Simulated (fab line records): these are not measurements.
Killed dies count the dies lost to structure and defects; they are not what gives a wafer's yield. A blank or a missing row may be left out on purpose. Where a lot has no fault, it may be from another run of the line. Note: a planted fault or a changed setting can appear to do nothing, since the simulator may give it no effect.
What tool caused it? + flow berkeleyCmos170 + Sampling: 14 lots, 40 wafers, 3 of 331 route steps

WHAT THE GAUGES SHOWED, per wafer
UCB170_START_THK_MEAS_03.
| lot  | measured    | on           | START_OXIDE_THK (nm) |
|------|-------------|--------------|----------------------|
| L681 | day 1 12:05 | filmMetro-03 | 20.2 20.4 20.6       |
| L682 | day 1 21:40 | filmMetro-04 | 19.9 19.6 20.1       |
| L683 | day 2 03:08 | filmMetro-02 | 20.1 19.5 19.9       |
| L685 | day 2 11:38 | filmMetro-03 | 20.1 20.0 19.8       |
| L686 | day 2 18:33 | filmMetro-03 | 20.2 20.3 20.1       |
| L687 | day 2 18:33 | filmMetro-02 | 20.0 19.8 19.6       |
| L688 | day 3 07:11 | filmMetro-04 | 20.0 20.1 19.9       |
| L689 | day 3 07:11 | filmMetro-03 | 20.4 20.4            |
| L690 | day 3 13:34 | filmMetro-04 | 20.5 20.4            |
| L698 | day 5 00:55 | filmMetro-04 | 20.6 20.7 20.9       |
| L699 | day 5 09:17 | filmMetro-02 | 19.7 20.0 20.0       |
| L701 | day 5 20:16 | filmMetro-04 | 19.6 19.8 19.4       |
| L703 | day 6 05:07 | filmMetro-04 | 20.4 20.6 20.4       |
| L704 | day 6 12:43 | filmMetro-03 | 20.1 20.1 20.1       |

UCB170_PWELL_THK_MEAS_03.
| lot  | measured    | on           | PWELL_OXIDE_THK (nm) |
|------|-------------|--------------|----------------------|
| L681 | day 2 16:55 | filmMetro-03 | 26.3 26.3 26.1       |
| L682 | day 3 12:52 | filmMetro-03 | 26.3 26.3 26.5       |
| L683 | day 3 12:52 | filmMetro-01 | 25.9 26.1 26.1       |
| L685 | day 4 00:53 | filmMetro-01 | 27.1 27.0 27.5       |
| L686 | day 4 07:49 | filmMetro-01 | 26.7 27.2 27.1       |
| L687 | day 4 07:49 | filmMetro-03 | 26.0 26.2 25.6       |
| L688 | day 4 13:16 | filmMetro-02 | 26.4 26.3 26.5       |
| L689 | day 4 13:17 | filmMetro-03 | 26.6 27.0            |
| L690 | day 4 22:13 | filmMetro-02 | 27.3 27.0            |
| L698 | day 6 08:55 | filmMetro-02 | 26.2 26.2 26.3       |
| L699 | day 6 19:29 | filmMetro-03 | 27.1 26.2 26.4       |
| L701 | day 7 15:58 | filmMetro-02 | 25.8 25.8 25.6       |
| L703 | day 8 00:55 | filmMetro-02 | 25.4 25.6 26.0       |
| L704 | day 8 00:55 | filmMetro-01 | 26.5 26.7 26.7       |

UCB170_GATE_THK_MEAS_02.
| lot  | measured     | on           | GATE_OXIDE_THK (nm) |
|------|--------------|--------------|---------------------|
| L681 | day 6 09:17  | filmMetro-04 | 6.73 6.78 6.64      |
| L682 | day 7 20:58  | filmMetro-01 | 6.52 6.48 6.56      |
| L683 | day 7 08:56  | filmMetro-01 | 6.70 6.66 6.67      |
| L685 | day 7 20:58  | filmMetro-02 | 6.44 6.55 6.51      |
| L686 | day 8 03:56  | filmMetro-01 | 6.51 6.64 6.65      |
| L687 | day 8 03:55  | filmMetro-02 | 6.65 6.69 6.72      |
| L688 | day 8 03:55  | filmMetro-04 | 6.74 6.65 6.78      |
| L689 | day 8 09:22  | filmMetro-02 | 6.71 6.75           |
| L690 | day 8 20:08  | filmMetro-02 | 6.72 6.70           |
| L698 | day 10 11:52 | filmMetro-04 | 6.85 6.83 6.90      |
| L699 | day 10 11:56 | filmMetro-02 | 6.55 6.65 6.67      |
| L701 | day 11 23:32 | filmMetro-04 | 6.62 6.54 6.65      |
| L703 | day 12 15:40 | filmMetro-04 | 6.57 6.66 6.62      |
| L704 | day 12 15:40 | filmMetro-01 | 6.49 6.54 6.48      |

EACH LOT AND THE TOOL THAT RAN IT (in order: tool; ch and the chambers of the sampled wafers; start)
No process step before these readings appears in the record.

AS READ BY THE TOOLS THEMSELVES (means over the sampled wafers that have a number; for cases with no such wafer, the mark the record gives instead)
The record holds no such reading with a usual standard deviation.

THE ANSWER, worked out from the rows above alone
Rule: the lots themselves supply what counts as usual. Put in order of their means at a reading, lots are off if they are a third of the lots or fewer, leave a main group of 4 or more, and stand apart from it by a gap of 3 or more times the standard deviation of the main group's means; of several such gaps the widest counts. A main group is skipped when, at the precision printed for the reading in the tables above, its means are all equal. A lot without any number at a reading at which 4 lots or more have one is off too. Where the step has rows for the other lots, those lots are counted as sound. Order of review: gauges by route order, followed by the tools' own readings, for which a lot's mean as printed above is used. At the first step where some lot is off, the reading lying furthest off is the one used; lots without a number count as furthest.
Across all readings shown, no lot is off: no conclusion can be drawn from this.

WHAT THE SIMULATOR PUT IN
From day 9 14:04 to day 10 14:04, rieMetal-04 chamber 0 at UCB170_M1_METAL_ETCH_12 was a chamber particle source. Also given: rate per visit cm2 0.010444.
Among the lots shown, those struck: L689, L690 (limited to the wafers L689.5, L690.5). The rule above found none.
